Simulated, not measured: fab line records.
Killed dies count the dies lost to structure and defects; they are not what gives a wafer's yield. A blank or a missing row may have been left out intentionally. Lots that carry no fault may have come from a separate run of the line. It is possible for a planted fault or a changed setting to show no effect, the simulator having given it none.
Split-lot trial ; flow berkeley-cmos170 ; on a route of 331 steps: 5 lots, 27 wafers read

ON THE SPLIT
At UCB170_V1_CVD_00 (deposits SiO2 from TEOS/O2, target thk 2000 nm, time 250 s), the setting time-s was moved away from the recipe's 250 s on 12 of the 27 wafers read, by -56.4% to +40.1%. For the rest of the wafers, this setting stayed at what the recipe calls for.

Between the split and the reading, the file records no step.

THE READING
V1_TEOS_THK, in nm, at UCB170_V1_THK_MEAS_01. Fault-free wafers of this fab line usually give 2018 nm, standard deviation 28 nm.

wafer;tool, chamber at the split;time-s as run, s;against the recipe;V1_TEOS_THK, nm;against lot-mates on the recipe
L077.1;pecvd-02, 2;250;recipe;2032;-
L077.2;pecvd-02, 1;350.2;+40.1%;2793;+751
L077.3;pecvd-02, 0;250;recipe;2040;-
L077.4;pecvd-02, 2;350.2;+40.1%;2884;+842
L077.5;pecvd-02, 1;250;recipe;2054;-
L077.6;pecvd-02, 0;350.2;+40.1%;2881;+839
L075.1;pecvd-03, 2;122.6;-51.0%;1005;-1008
L075.2;pecvd-03, 0;250;recipe;2003;-
L075.3;pecvd-03, 1;250;recipe;2014;-
L075.4;pecvd-03, 2;122.6;-51.0%;1015;-998
L075.5;pecvd-03, 1;250;recipe;2023;-
L075.6;pecvd-03, 0;122.6;-51.0%;1022;-991
L079.2;pecvd-02, 0;250;recipe;2011;-
L079.4;pecvd-02, 2;250;recipe;2041;-
L079.5;pecvd-02, 1;250;recipe;2021;-
L081.1;pecvd-04, 0;109.1;-56.4%;859;-1138
L081.2;pecvd-04, 1;250;recipe;1996;-
L081.3;pecvd-04, 2;250;recipe;1980;-
L081.4;pecvd-04, 1;109.1;-56.4%;873;-1124
L081.5;pecvd-04, 2;109.1;-56.4%;838;-1159
L081.6;pecvd-04, 0;250;recipe;2015;-
L083.1;pecvd-02, 1;250;recipe;1977;-
L083.2;pecvd-02, 0;298.5;+19.4%;2361;+373
L083.3;pecvd-02, 2;250;recipe;1975;-
L083.4;pecvd-02, 0;250;recipe;2013;-
L083.5;pecvd-02, 2;298.5;+19.4%;2411;+423
L083.6;pecvd-02, 1;298.5;+19.4%;2403;+415

THE FIT
A straight line over all 27 wafers: V1_TEOS_THK changes by +20.3 nm for each +1% of time-s; r = +1.00; the points scatter about the line by 30 nm.
The same after taking each lot's own level away (the mean of its wafers on the recipe; 27 wafers): +20.1 nm for each +1%; r = +1.00; scatter 22 nm.
The reading moves by 1.1e+03 nm for the largest change in time-s, on that fit.
Across the lots, their own levels run from 1988.3 to 2042.0 nm, a range of 1.9 times the standard deviation given above.
The two slopes agree, so the slope changes little with the lot-to-lot level.
Check: -1.13e+03 nm against its lot-mates is what the line predicts for one of the wafers moved furthest among these (-56.4%) when that wafer is left out of the fit. Against them it came out at -1.14e+03 nm.

FURTHER SPLITS ON THESE WAFERS
Other splits were also applied to these wafers ahead of the reading. Each is held against what the fit with the lots' levels taken away leaves over:
other split on the same wafers;wafers away from the commonest value;r with V1_TEOS_THK (lot level and that fit taken away)
UCB170_WELLDRIVE_OXIDATION_01 ox-time-s;18;+0.09
UCB170_SCREENOX_OXIDATION_01 ox-time-s;21;-0.11

THE WHOLE CHAIN: every reading that the file lists as answering this split, in the file's order
step;what it does;reading;change (the file's fit);r (the file's)
UCB170_V1_CVD_00;deposits SiO2 from TEOS/O2, target thk 2000 nm, time 250 s;SiO2_of_V1_CVD_00.thk-nm (the simulator's own value, which no gauge read);+20.1 nm for each +1% of the setting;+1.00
UCB170_V1_THK_MEAS_01;;V1_TEOS_THK;+20.1 for each +1% of the setting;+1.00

THE FILE'S OWN FIT
V1_TEOS_THK changes by +20.1 nm for each +1% of time-s, r = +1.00.
